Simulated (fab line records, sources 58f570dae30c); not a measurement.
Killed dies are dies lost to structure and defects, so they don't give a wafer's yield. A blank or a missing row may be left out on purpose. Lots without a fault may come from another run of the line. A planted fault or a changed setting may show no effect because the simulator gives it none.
Chamber matching | flow berkeley_cmos170 | UCB170_V1_ETCH_14 on rie_diel-01: 4 sister chambers
The step etches SiO2 in CHF3/CF4/Ar, stops on Al, target depth 1250 nm, time 291 s. 4 wafers are shown with their chamber, then 7 later ones without.

WAFERS WITH THEIR CHAMBER
wafer  | chamber | drypump_motor_current_A (A)
L614.3 | 0       | 6.2
L616.5 | 3       | 5.2
L615.2 | 1       | 5.4
L615.4 | 2       | 6.0

WAFERS WITHOUT THEIR CHAMBER
wafer  | drypump_motor_current_A (A)
L615.6 | 5.4
L617.4 | 5.5
L617.5 | 6.2
L617.6 | 5.4
L619.3 | 6.2
L619.4 | 5.4
L619.6 | 5.2

WHICH CHAMBER EACH WENT THROUGH
wafer  | from the rows above | in truth
L615.6 | 1                   | 1
L617.4 | 1                   | 1
L617.5 | 0                   | 0
L617.6 | 1                   | 1
L619.3 | 0                   | 0
L619.4 | 1                   | 1
L619.6 | 3                   | 3
Placed correctly: 7 of 7. Can't be placed from these rows: 0. Placed wrongly: 0.
How it was worked out, from the rows above alone: a wafer's distance from a chamber is the root of the sum, over the readings, of the square of ((its reading less the chamber's mean) divided by the reading's scatter). The wafer belongs to the nearest chamber; if the next one is less than 2 further off, it can't be placed. A chamber's mean is the mean of its shown wafers. The scatter: with one shown wafer a chamber, the root of the mean of the squares of how far each hidden wafer lies from its nearest shown one.
